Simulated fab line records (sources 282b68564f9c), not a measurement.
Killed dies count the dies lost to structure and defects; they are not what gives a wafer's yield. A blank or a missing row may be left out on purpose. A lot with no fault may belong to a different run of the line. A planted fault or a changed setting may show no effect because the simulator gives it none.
The tool behind it: which one? ; flow ritCmos ; 42 wafers from 14 lots sampled at 5 of the route's 202 steps

WHAT THE GAUGES SHOWED, per wafer
RIT_ACTIVE_THK_MEAS_02. Usual: for ACTIVE_OXIDE_THK the level is 46.6 nm and the standard deviation is 0.88.
lot;measured;on;ACTIVE_OXIDE_THK (nm);flag
L395;day 1 17:04;filmMetro-03;46.9 46.2 47.2;
L398;day 2 10:25;filmMetro-01;46.8 46.4 46.1;
L399;day 2 14:12;filmMetro-02;46.8 47.0 47.1;
L400;day 2 18:47;filmMetro-03;46.7 46.7 46.8;
L401;day 3 01:08;filmMetro-03;45.6 46.0 45.8;
L403;day 3 20:16;filmMetro-03;45.2 46.4 45.1;
L404;day 3 20:17;filmMetro-02;45.5 46.4 46.3;
L405;day 3 20:16;filmMetro-01;46.5 46.8 46.2;
L406;day 4 05:14;filmMetro-03;46.9 46.5 47.0;
L407;day 4 05:15;filmMetro-02;46.0 45.9 47.0;
L408;day 4 13:52;filmMetro-01;50.9 52.0 51.8;OFF
L409;day 4 19:40;filmMetro-02;49.5 51.2 50.4;OFF
L414;day 5 16:36;filmMetro-02;46.8 46.9 46.9;
L417;day 6 07:23;filmMetro-02;46.1 45.7 46.4;

RIT_NWELL_OVL_MEAS_06. Usual: for NWELL_OVL the level is -1.4 nm and the standard deviation is 1.2.
lot;measured;on;NWELL_OVL (nm);flag
L395;day 2 07:40;overlay-01;-3.1 -0.3 -1.5;
L398;day 2 21:48;overlay-01;-2.7 -1.4 -1.6;
L399;day 3 01:17;overlay-01;-1.5 0.8 -1.0;
L400;day 3 07:05;overlay-01;-0.9 -1.1 -0.9;
L401;day 4 04:40;overlay-01;-0.6 -1.2 -1.7;
L403;day 4 10:10;overlay-02;-0.2 -3.4 -1.4;
L404;day 4 10:03;overlay-01;-0.5 -0.1 0.4;
L405;day 4 10:17;overlay-02;-2.6 -1.0 -1.3;
L406;day 4 22:56;overlay-02;0.4 -1.9 -1.0;
L407;day 4 23:16;overlay-02;-0.6 -1.5 1.4;
L408;day 5 03:16;overlay-02;-2.7 -1.5 -1.1;
L409;day 5 06:13;overlay-02;-2.8 -5.4 -1.1;
L414;day 6 03:05;overlay-01;-1.1 -1.4 -2.4;
L417;day 6 16:36;overlay-02;-3.6 -0.5 -2.2;

RIT_GATE_CD_MEAS_90: the cd target is 150 nm. Usual: cdNm reads 150.4 nm (standard deviation 2.2).
lot;measured;on;cdNm (nm);flag
L395;day 3 04:34;cdSem-01;152.5 149.1 150.8;
L398;day 4 06:26;cdSem-01;150.8 150.6 150.0;
L399;day 4 09:59;cdSem-01;150.0 148.8 150.4;
L400;day 4 12:54;cdSem-01;152.0 153.6 154.6;
L401;day 5 04:56;cdSem-01;149.8 149.9 153.6;
L403;day 5 16:08;cdSem-01;148.0 146.0 148.2;
L404;day 5 11:29;cdSem-01;151.8 148.5 150.9;
L405;day 5 15:35;cdSem-02;151.5 150.4 150.4;
L406;day 5 21:41;cdSem-02;150.3 150.9 146.8;
L407;day 5 22:11;cdSem-01;148.4 149.9 149.8;
L408;day 6 02:10;cdSem-02;150.6 150.3 149.8;
L409;day 6 02:14;cdSem-01;151.3 151.5 150.8;
L414;day 7 00:28;cdSem-01;152.8 150.9 153.2;
L417;day 7 14:20;cdSem-01;143.9 145.5 145.2;

RIT_SPACER_THK_MEAS_04. Usual: for SPACER_NITRIDE_THK the level is 250.5 nm and the standard deviation is 2.9.
lot;measured;on;SPACER_NITRIDE_THK (nm);flag
L395;day 3 22:20;filmMetro-04;250.1 252.3 249.2;
L398;day 4 17:26;filmMetro-02;248.0 246.4 248.5;
L399;day 4 23:12;filmMetro-04;249.9 249.9 253.2;
L400;day 4 23:23;filmMetro-01;247.6 249.0 249.3;
L401;day 5 17:23;filmMetro-01;254.9 253.8 252.4;
L403;day 6 02:16;filmMetro-04;251.9 246.8 252.6;
L404;day 5 22:32;filmMetro-04;250.6 248.8 248.3;
L405;day 6 02:16;filmMetro-01;254.0 254.7 254.2;
L406;day 6 08:13;filmMetro-02;257.1 259.4 258.8;
L407;day 6 08:04;filmMetro-04;250.7 251.4 250.0;
L408;day 6 11:23;filmMetro-01;251.3 252.7 251.9;
L409;day 6 11:47;filmMetro-01;249.9 250.4 249.6;
L414;day 7 09:13;filmMetro-04;253.1 253.9 252.9;
L417;day 7 22:43;filmMetro-01;247.7 248.9 249.5;

TOOL THAT RAN EACH LOT (tool first, then ch and the chambers of the sampled wafers, then the start)
lot;RIT_ACTIVE_OXIDATION_01
L395;furnace-03 ch 0, day 1 15:07
L398;furnace-03 ch 0, day 2 08:29
L399;furnace-01 ch 0, day 2 12:14
L400;furnace-03 ch 0, day 2 16:49
L401;furnace-01 ch 0, day 2 23:12
L403;furnace-04 ch 0, day 3 18:20
L404;furnace-04 ch 0, day 3 18:20
L405;furnace-04 ch 0, day 3 18:20
L406;furnace-03 ch 0, day 4 03:19
L407;furnace-03 ch 0, day 4 03:19
L408;furnace-03 ch 0, day 4 11:56
L409;furnace-03 ch 0, day 4 17:44
L414;furnace-04 ch 0, day 5 14:40
L417;furnace-04 ch 0, day 6 05:27
- RIT_ACTIVE_OXIDATION_01: target thk 46.8 nm, ox time 3360 s.

AS READ BY THE TOOLS THEMSELVES (means over the sampled wafers that have a number; for cases with no such wafer, the mark the record gives instead)
The record holds no such reading with a usual standard deviation.

THE ANSWER, worked out from the rows above alone
Rule: a lot is off if the mean of its wafers that have a number lies more than 3 standard deviations from the usual mean. Also off: a lot with no number at a reading for which 4 or more lots have one. Where the step has rows for the other lots, those lots are counted as sound. After the gauges, taken in route order, come the tools' own readings; for these a lot's mean is taken, as printed above. At the first step where some lot is off, the reading lying furthest off is the one used; lots without a number count as furthest.
Off: L408, L409, seen at RIT_ACTIVE_THK_MEAS_02 (ACTIVE_OXIDE_THK).
A tool fits if, at a process step before that reading, it ran every lot that is off, and no sound lot after the first of them. The gauges at RIT_ACTIVE_THK_MEAS_02 are tried like those tools. One candidate fits, namely furnace-03 at RIT_ACTIVE_OXIDATION_01. Its last sound lot is L406 (day 4 03:19), its first lot that is off L408 (day 4 11:56): a fault that began between those two fits.

WHAT HAD BEEN PUT IN BY THE SIMULATOR
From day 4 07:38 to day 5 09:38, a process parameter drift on furnace-03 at RIT_ACTIVE_OXIDATION_01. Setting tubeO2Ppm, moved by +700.
Struck lots among those shown: L408, L409. The same result came from the rule above.
